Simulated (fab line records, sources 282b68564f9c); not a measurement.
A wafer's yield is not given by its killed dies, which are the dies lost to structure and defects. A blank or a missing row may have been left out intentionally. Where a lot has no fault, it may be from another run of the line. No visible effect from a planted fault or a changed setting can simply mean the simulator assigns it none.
Matching of chambers ; flow ritCmos ; RIT_CONTACT_CVD_00 on pecvd-03 has 3 sister chambers
The step deposits SiO2 from TEOS, target thk 400 nm, time 61 s. 3 wafers are shown with their chamber, then 7 later ones without.

## WAFERS, EACH WITH ITS CHAMBER
wafer;chamber;rfFwdPowerW (W)
L158.5;1;399.5
L161.1;0;394.9
L161.2;2;399.3

## WAFERS WHOSE CHAMBER IS MISSING
wafer;rfFwdPowerW (W)
L161.6;399.4
L164.1;397.0
L164.3;397.6
L164.4;396.4
L170.1;396.2
L170.2;399.8
L170.6;395.4

## CHAMBER TAKEN BY EACH
wafer;from the rows above;in truth
L161.6;can't be placed: 2 or 1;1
L164.1;can't be placed: 0 or 2 or 1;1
L164.3;can't be placed: 2 or 1 or 0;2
L164.4;can't be placed: 0 or 2 or 1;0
L170.1;can't be placed: 0 or 2 or 1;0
L170.2;can't be placed: 1 or 2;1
L170.6;0;0
Placed correctly: 1 of 7. Can't be placed from these rows: 6 (the true chamber is among the candidates in 6). Number placed wrongly: 0.
How it was worked out, from the rows above alone: a wafer's distance from a chamber is the root of the sum, over the readings, of the square of ((its reading less the chamber's mean) divided by the reading's scatter). If the next closest chamber is less than 2 further off than the closest, the wafer can't be placed; otherwise it belongs to the closest. Each chamber's mean is taken over the wafers shown for it. The scatter: root of mean squared gap, hidden wafer to nearest shown wafer, with one shown wafer a chamber.
